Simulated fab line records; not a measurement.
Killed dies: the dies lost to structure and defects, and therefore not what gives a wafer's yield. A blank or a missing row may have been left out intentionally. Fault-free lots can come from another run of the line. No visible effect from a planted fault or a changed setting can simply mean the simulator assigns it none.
What tool caused it?	flow berkeley cmos170	Sampling: 7 lots, 21 wafers, 2 of 331 route steps

WHAT EACH GAUGE READ, for each wafer
UCB170_PSD_OVL_MEAS_07.
lot	measured	on	PSD_OVL (nm)
L861	day 6 16:54	overlay-01	17 7 11
L863	day 7 11:38	overlay-01	9 1 10
L868	day 8 14:50	overlay-02	1 -8 -6
L871	day 8 14:02	overlay-02	-3 -3 3
L874	day 9 17:10	overlay-02	4 16 16
L878	day 10 06:47	overlay-02	2 5 -3
L882	day 11 03:19	overlay-02	9 7 -5

EACH LOT AND THE TOOL THAT RAN IT (in order: tool; ch and the chambers of the sampled wafers; start)
lot	UCB170_ZERO_ETCH_06
L861	rie diel-04 ch 0,2,3, day 2 07:37
L863	rie diel-04 ch 0,2,3, day 2 17:40
L868	rie diel-04 ch 0,2,3, day 3 18:37
L871	rie diel-04 ch 0,2,3, day 4 06:45
L874	rie diel-03 ch 0,1,3, day 5 01:36
L878	rie diel-04 ch 0,2,3, day 5 16:04
L882	rie diel-03 ch 0,1, day 6 17:16
- UCB170_ZERO_ETCH_06: etches SiO2 in CHF3/CF4/Ar, time 12 s.

THE ANSWER, worked out from the rows above alone
Rule: what is usual is taken from the lots themselves. Put in order of their means at a reading, lots are off if they are a third of the lots or fewer, leave a main group of 4 or more, and stand apart from it by a gap of 3 or more times the standard deviation of the main group's means; of several such gaps the widest counts. A main group is skipped when, at the precision printed for the reading in the tables above, its means are all equal. A lot without any number at a reading at which 4 lots or more have one is off too. All remaining lots with rows at the step are treated as sound.
No lot is off on any of the readings shown, so nothing can be concluded from this.

WHAT THE SIMULATOR HAD INSERTED
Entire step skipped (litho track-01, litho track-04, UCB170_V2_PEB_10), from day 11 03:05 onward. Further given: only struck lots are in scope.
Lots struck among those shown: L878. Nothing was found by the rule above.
